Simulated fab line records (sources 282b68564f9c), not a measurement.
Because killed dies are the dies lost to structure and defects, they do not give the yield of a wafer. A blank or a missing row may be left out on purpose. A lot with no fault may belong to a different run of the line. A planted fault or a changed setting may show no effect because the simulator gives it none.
A struck lot beside a sound one | flow ritCmos | 16 out of 202 route steps
Sound: the wafers L240.2, L240.4, L240.6. The struck wafers were L237.3, L237.4, L237.6. At the end, the cause is stated.
For every step that has rows: the tool of each side, followed by ch and its chambers, followed by its first start. Under that, the readings that differ: sound wafers | struck wafers | difference of the means | sigmas: that difference in standard deviations of wafers without a fault.
alike: readings with means less than 2 such deviations apart, plus words and numbers identical on both sides. not compared: withheld readings, readings lacking a value on some wafer, bounds such as >300 that could conceal the same value, and numbers that have no deviation in the record and whose values overlap.
Wherever a step has rows on one side only, a row that says differs or no value, or a row with sigmas, the two part there. Numbers that don't overlap but have no deviation are shown without sigmas and don't part them. A reading that every wafer of one side lacks parts them only if that side has two wafers or more.

RIT_SILICIDE_RTA_06: time 10 s, ramp up 5 s, ramp down 10 s.
  sound on rtpAnneal-02 ch 0, day 5 21:12; struck on rtpAnneal-01 ch 0, day 5 10:22
reading          | sound             | struck            | difference | sigmas
wafer_temp_C_max | 752.0 752.4 752.1 | 754.1 753.7 754.5 | +1.9       | +2
RIT_CONTACT_CVD_00: deposits SiO2 from TEOS, target thk 400 nm, time 61 s.
  sound on pecvd-04 ch 0,2, day 5 21:16; struck on pecvd-04 ch 0,1,2, day 5 10:25
  alike: heaterPowerW
RIT_CONTACT_THK_MEAS_01:
  sound: filmMetro-01 at day 5 21:19; struck: filmMetro-02 at day 5 10:29
  alike: CONTACT_TEOS_THK
then, 6 steps without rows for these wafers: RIT_CONTACT_HMDS_02 (prime time 60 s); RIT_CONTACT_COAT_03 (resist thk 1000 nm); RIT_CONTACT_SOFTBAKE_04 (time 60 s); RIT_CONTACT_EXPOSE_05 (exposes mask M11, target cd 1000 nm); RIT_CONTACT_PEB_06; RIT_CONTACT_DEVELOP_07 (develop time 120 s).
RIT_CONTACT_CD_MEAS_08 targets a cd of 1000 nm.
  sound: cdSem-02 at day 5 22:24; struck: cdSem-01 at day 5 11:51
  alike: cdNm
RIT_CONTACT_OVL_MEAS_09:
  sound: overlay-01 at day 5 22:30; struck: overlay-01 at day 5 11:56
  alike: CONTACT_OVL
then, 1 step without rows for these wafers: RIT_CONTACT_HARDBAKE_10 (time 60 s).
RIT_CONTACT_ETCH_11: etches SiO2 in CHF3/CF4/Ar, stops on TiSi2, target depth 480 nm, time 320 s.
  sound on rieDiel-01 ch 0,1, day 5 22:41; struck on rieDiel-04 ch 0,1,3, day 5 12:07
  no value came back on the struck wafers for any of 6 readings (CHF3_flow_sccm (sccm), O2_flow_sccm (sccm) and others); on the sound wafers CHF3_flow_sccm (sccm) reads 49.96 50.04 49.98
reading                                     | sound             | struck          | difference | sigmas
model.NOVOLAK_of_CONTACT_COAT_03.thkNm (nm) | 772.5 774.2 771.5 | 880.3 883.7 882 | +109.3     | 
  not compared: rfHoursCounterH
RIT_CONTACT_STRIP_12: strips in O2, time 180 s.
  sound on plasmaAsher-04 ch 0,1, day 5 22:53; struck on plasmaAsher-04 ch 0,1, day 5 12:22
  alike: drypumpMotorCurrentA, rfReflPowerW
  not compared: rfHoursCounterH
RIT_CONTACT_CD_MEAS_90 targets a cd of 1000 nm.
  sound: cdSem-01 at day 5 23:04; struck: cdSem-01 at day 5 12:31
reading   | sound              | struck | difference                    | sigmas
cdNm (nm) | 999.7 999.7 1000.9 | - - -  | no value on the struck wafers | 
then, 1 step without rows for these wafers: RIT_CONTACT_CLEAN_13 (cleans in SC1, time 600 s).

== WHERE THEY PART ==
At RIT_SILICIDE_RTA_06 first; at RIT_CONTACT_CD_MEAS_90 last (within this record only).

WHY: the cause the simulator had injected
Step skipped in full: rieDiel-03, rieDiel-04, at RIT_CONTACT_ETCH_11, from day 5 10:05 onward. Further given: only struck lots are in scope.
